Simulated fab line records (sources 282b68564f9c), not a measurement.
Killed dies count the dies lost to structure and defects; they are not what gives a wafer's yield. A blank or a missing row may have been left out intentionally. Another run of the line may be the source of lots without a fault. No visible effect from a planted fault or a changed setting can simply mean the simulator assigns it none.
Problem report, 8D (eight disciplines) form, completed by code :: flow rit_cmos :: the parts of the form that need people (team, actions taken, sign-off) are left out

== 1. THE PROBLEM ==
Wafers without a fault read 25.000, standard deviation 0.0077; beam_energy_keV at RIT_NSD_IMPLANT_08 reads a mean of 23.570 on 6 wafers belonging to 2 lots. That is -99 or more standard deviations from the usual mean.
The first sign was on wafer L355.2 at day 6 12:09, on implanter-03. The record holds 18 wafers of 6 lots with a number at this step. The rule behind "out" and "out of limits": a value lying over 4 standard deviations away from the usual mean. The rest of the wafers with a number are treated as sound.

== 2. WHAT IT IS, WHAT IT ISN'T ==
question: which readings at this step
is: beam_energy_keV
is not: tilt_deg

question: which lots
is: L355, L358
is not: L345, L348, L359, L361

question: which wafers of those lots
is: all that have a number
is not: -

question: read on which tools
is: implanter-03
is not: implanter-02, implanter-04

question: when
is: from day 6 12:09
is not: up to then (6 sound wafers); but 6 sound wafers of L359, L361 came after

== 3. WHAT RULES OUT EACH SUSPECT ==
Counting: a tool stays on the suspect list if, at a process step up to the reading, it processed all lots that are out and no sound lot following the first of them.
- implanter-03 at RIT_NSD_IMPLANT_08: kept. All lots that are out passed through it, beginning with L355 at day 6 12:09, and no sound lot followed; its final sound lot before that point was L348 at day 5 01:32. Its own readings are out on those wafers: beam_energy_keV.
Left after counting: implanter-03 at RIT_NSD_IMPLANT_08.

== 4. THE CAUSE (what the simulator had put in) ==
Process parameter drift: implanter-03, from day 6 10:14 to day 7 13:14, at RIT_NSD_IMPLANT_08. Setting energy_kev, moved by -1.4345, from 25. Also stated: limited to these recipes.
After counting, this tool was the only one left.

== 5. SEQUENCE OF EFFECTS, ordered by route ==
One row per reading whose mean, taken over the struck wafers that have a number, lies over 3 standard deviations from the usual. Only readings for which the record gives a usual standard deviation are gone through. hours: the time from each lot's start at the first step in this table that gives one to its start at this step, as a median over the lots. sigmas: the change in usual standard deviations.
hours: 0
step: RIT_NSD_IMPLANT_08
reading: beam_energy_keV
usual: 25.000
on struck wafers: 23.570
change: -1.430
sigmas: -99 or more
Its process steps:
- RIT_NSD_IMPLANT_08

== 6. WHAT WOULD HAVE CAUGHT IT SOONER ==
In this record the first reading out of limits was taken at day 6 12:09, 2 hours after the fault began at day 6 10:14.
